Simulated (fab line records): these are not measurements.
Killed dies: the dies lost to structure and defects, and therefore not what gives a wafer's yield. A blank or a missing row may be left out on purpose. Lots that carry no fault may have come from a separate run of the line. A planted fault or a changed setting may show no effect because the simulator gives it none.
Matching of chambers	flow berkeleyCmos170	4 sister chambers for UCB170_M2_ETCH_17 on rieDiel-04
The step etches BARC in N2/H2. 15 wafers are shown with their chamber, then 7 later ones without.

== WAFERS, EACH WITH ITS CHAMBER ==
wafer	chamber	throttleValvePct (%)	oesProductAu (a.u.)	chamberPressureMTorr (mTorr)
L906.3	2	13.04	0.97	30.010
L906.4	3	13.37	0.99	29.975
L906.5	1	13.51	0.96	29.960
L911.1	1	13.50	0.94	29.989
L911.4	3	13.35	0.98	29.942
L911.6	0	13.49	1.03	30.059
L909.1	0	13.49	1.03	29.995
L909.5	0	13.49	1.02	30.028
L909.6	3	13.36	0.99	30.035
L910.4	1	13.50	0.95	29.971
L910.5	1	13.50	0.95	29.940
L910.6	0	13.50	1.04	30.004
L912.1	1	13.51	0.96	29.995
L912.3	2	13.05	0.97	29.939
L912.4	2	13.04	0.97	30.007

SIGNATURES (means of the wafers above)
reading	chamber 0	chamber 1	chamber 2	chamber 3	scatter within a chamber
throttleValvePct	13.4925	13.5040	13.0433	13.3600	0.00648
oesProductAu	1.0300	0.9520	0.9700	0.9867	0.00705
chamberPressureMTorr	30.02150	29.97100	29.98533	29.98400	0.0332
Rule: for each reading, subtract the chamber's mean from the wafer's reading, divide by that reading's scatter and square the result; add these up over the readings and take the root, which gives the wafer's distance from the chamber. If the next closest chamber is less than 2 further off than the closest, the wafer can't be placed; otherwise it belongs to the closest. How the scatter is found: for the shown wafers, subtract from each reading the mean of its chamber, square and add these, divide the total by (wafers less chambers), then take the root.

== WAFERS WITHOUT THEIR CHAMBER ==
wafer	throttleValvePct (%)	oesProductAu (a.u.)	chamberPressureMTorr (mTorr)
L915.1	13.48	0.94	30.017
L915.2	13.06	0.96	30.042
L915.4	13.51	1.03	29.993
L919.1	13.51	0.96	30.045
L919.4	13.37	0.98	30.018
L920.2	13.05	0.98	30.022
L920.3	13.36	0.99	30.022

== EACH ONE'S CHAMBER ==
wafer	from the rows above	in truth
L915.1	1	1
L915.2	2	2
L915.4	0	0
L919.1	1	1
L919.4	3	3
L920.2	2	2
L920.3	3	3
Correct placement for 7 of the 7. From these rows, 0 cannot be placed. Number placed wrongly: 0.
